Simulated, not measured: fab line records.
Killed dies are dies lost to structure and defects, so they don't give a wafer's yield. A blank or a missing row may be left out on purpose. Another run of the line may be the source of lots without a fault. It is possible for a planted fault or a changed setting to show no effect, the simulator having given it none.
Matching of chambers :: flow berkeley cmos170 :: rie diel-03 running UCB170_SPACER_ETCHBACK_03: 3 sister chambers
The step etches SiO2 in CHF3/CF4/Ar, stops on Si, target depth 376 nm, time 100 s. 6 wafers are shown with their chamber, then 7 later ones without.

WAFERS WITH THEIR CHAMBER
wafer: L193.6
chamber: 1
drypump motor current A (A): 6.0
throttle valve pct (%): 6.69

wafer: L195.4
chamber: 1
drypump motor current A (A): 5.9
throttle valve pct (%): 6.67

wafer: L195.6
chamber: 3
drypump motor current A (A): 5.2
throttle valve pct (%): 6.55

wafer: L198.2
chamber: 3
drypump motor current A (A): 5.2
throttle valve pct (%): 6.55

wafer: L198.5
chamber: 0
drypump motor current A (A): 5.3
throttle valve pct (%): 6.20

wafer: L200.1
chamber: 0
drypump motor current A (A): 5.3
throttle valve pct (%): 6.20

WAFERS WITH NO CHAMBER GIVEN
wafer: L200.3
drypump motor current A (A): 5.2
throttle valve pct (%): 6.52

wafer: L200.5
drypump motor current A (A): 5.2
throttle valve pct (%): 6.54

wafer: L202.3
drypump motor current A (A): 5.9
throttle valve pct (%): 6.69

wafer: L202.5
drypump motor current A (A): 5.2
throttle valve pct (%): 6.55

wafer: L211.1
drypump motor current A (A): 5.9
throttle valve pct (%): 6.68

wafer: L211.2
drypump motor current A (A): 5.2
throttle valve pct (%): 6.55

wafer: L211.4
drypump motor current A (A): 5.3
throttle valve pct (%): 6.21

EACH ONE'S CHAMBER
wafer: L200.3
from the rows above: 3
in truth: 3

wafer: L200.5
from the rows above: 3
in truth: 3

wafer: L202.3
from the rows above: 1
in truth: 1

wafer: L202.5
from the rows above: 3
in truth: 3

wafer: L211.1
from the rows above: 1
in truth: 1

wafer: L211.2
from the rows above: 3
in truth: 3

wafer: L211.4
from the rows above: 0
in truth: 0
7 of 7 placed correctly. Left unplaced by these rows: 0. 0 placed wrongly.
How it was worked out, from the rows above alone: a wafer's distance from a chamber is the root of the sum, over the readings, of the square of ((its reading less the chamber's mean) divided by the reading's scatter). The wafer belongs to the nearest chamber; if the next one is less than 2 further off, it can't be placed. The mean given for a chamber averages the wafers shown for that chamber. How the scatter is found: for the shown wafers, subtract from each reading the mean of its chamber, square and add these, divide the total by (wafers less chambers), then take the root.
